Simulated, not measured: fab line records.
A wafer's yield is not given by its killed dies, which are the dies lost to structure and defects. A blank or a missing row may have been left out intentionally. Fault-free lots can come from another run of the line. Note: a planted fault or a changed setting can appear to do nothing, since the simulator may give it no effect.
Chamber matching :: flow berkeley cmos170 :: rie diel-01 running UCB170_CONTACT_ETCH_17: 4 sister chambers
The step etches BARC in N2/H2. 8 wafers are shown with their chamber, then 7 later ones without.

== EACH WAFER AND ITS CHAMBER ==
wafer: L164.3
chamber: 3
throttle valve pct (%): 12.96
drypump motor current A (A): 6.1

wafer: L173.1
chamber: 0
throttle valve pct (%): 13.44
drypump motor current A (A): 5.6

wafer: L173.6
chamber: 1
throttle valve pct (%): 13.00
drypump motor current A (A): 4.7

wafer: L176.1
chamber: 3
throttle valve pct (%): 12.94
drypump motor current A (A): 6.0

wafer: L176.2
chamber: 1
throttle valve pct (%): 13.01
drypump motor current A (A): 4.6

wafer: L176.4
chamber: 2
throttle valve pct (%): 13.45
drypump motor current A (A): 5.1

wafer: L182.1
chamber: 2
throttle valve pct (%): 13.46
drypump motor current A (A): 5.1

wafer: L182.4
chamber: 0
throttle valve pct (%): 13.45
drypump motor current A (A): 5.5

== WAFERS WHOSE CHAMBER IS MISSING ==
wafer: L182.5
throttle valve pct (%): 13.47
drypump motor current A (A): 5.1

wafer: L184.1
throttle valve pct (%): 12.94
drypump motor current A (A): 6.1

wafer: L184.2
throttle valve pct (%): 13.48
drypump motor current A (A): 5.1

wafer: L184.4
throttle valve pct (%): 13.45
drypump motor current A (A): 5.1

wafer: L185.1
throttle valve pct (%): 12.93
drypump motor current A (A): 6.1

wafer: L185.5
throttle valve pct (%): 13.48
drypump motor current A (A): 5.1

wafer: L185.6
throttle valve pct (%): 12.96
drypump motor current A (A): 6.1

== CHAMBER TAKEN BY EACH ==
wafer: L182.5
from the rows above: 2
in truth: 2

wafer: L184.1
from the rows above: 3
in truth: 3

wafer: L184.2
from the rows above: 2
in truth: 2

wafer: L184.4
from the rows above: 2
in truth: 2

wafer: L185.1
from the rows above: 3
in truth: 3

wafer: L185.5
from the rows above: 2
in truth: 2

wafer: L185.6
from the rows above: 3
in truth: 3
Correctly placed: 7 of 7. Can't be placed from these rows: 0. Placed wrongly: 0.
How it was worked out, from the rows above alone: a wafer's distance from a chamber is the root of the sum, over the readings, of the square of ((its reading less the chamber's mean) divided by the reading's scatter). If the next closest chamber is less than 2 further off than the closest, the wafer can't be placed; otherwise it belongs to the closest. The mean given for a chamber averages the wafers shown for that chamber. The scatter: take each reading less its chamber's mean, square it, sum over the shown wafers, divide by the number of wafers less the number of chambers, and take the root.
